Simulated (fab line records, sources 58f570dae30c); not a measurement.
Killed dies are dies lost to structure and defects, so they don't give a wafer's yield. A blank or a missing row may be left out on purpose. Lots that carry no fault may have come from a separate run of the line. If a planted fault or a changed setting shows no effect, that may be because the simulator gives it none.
The tool behind it: which one? ; flow berkeley cmos170 ; 21 wafers from 7 lots sampled at 2 of the route's 331 steps

== WHAT THE GAUGES READ, wafer by wafer ==
UCB170_V1_THK_MEAS_01.
lot;measured;on;V1_TEOS_THK (nm)
L461;day 8 11:56;film metro-02;2015 2045 2032
L460;day 8 15:14;film metro-04;1992 1979 2018
L465;day 9 11:30;film metro-04;2020 1997 2035
L467;day 10 11:16;film metro-04;1991 2010 2028
L473;day 11 00:59;film metro-04;1926 1946 1937
L478;day 11 20:26;film metro-03;1978 1968 2016
L482;day 12 20:41;film metro-04;2017 2051 2036

== WHAT TOOL EACH LOT RAN ON (gives the tool, then ch and the chambers of the sampled wafers, and finally the start) ==
lot;UCB170_V1_CVD_00
L461;pecvd-03 ch 0,2, day 8 11:46
L460;pecvd-04 ch 0,1,2, day 8 15:04
L465;pecvd-02 ch 0,1, day 9 11:21
L467;pecvd-04 ch 1,2, day 10 11:06
L473;pecvd-03 ch 1,2, day 11 00:49
L478;pecvd-02 ch 1,2, day 11 20:16
L482;pecvd-02 ch 0,2, day 12 20:32
- UCB170_V1_CVD_00: deposits SiO2 from TEOS/O2, target thk 2000 nm, time 250 s.

== THE ANSWER, worked out from the rows above alone ==
Rule: usual is defined by the lots themselves. The widest of any qualifying gaps counts: lots, ordered by their means at a reading, are off when they make up no more than a third of the lots, leave a main group of 4 or more, and stand apart from it by 3 or more times the standard deviation of that group's means. Not used: any main group whose means are identical at the precision the tables above print for the reading. Also off: a lot with no number at a reading for which 4 or more lots have one. Any other lot the step has rows for is counted as sound.
Across all readings shown, no lot is off: no conclusion can be drawn from this.

== WHAT HAD BEEN PUT IN BY THE SIMULATOR ==
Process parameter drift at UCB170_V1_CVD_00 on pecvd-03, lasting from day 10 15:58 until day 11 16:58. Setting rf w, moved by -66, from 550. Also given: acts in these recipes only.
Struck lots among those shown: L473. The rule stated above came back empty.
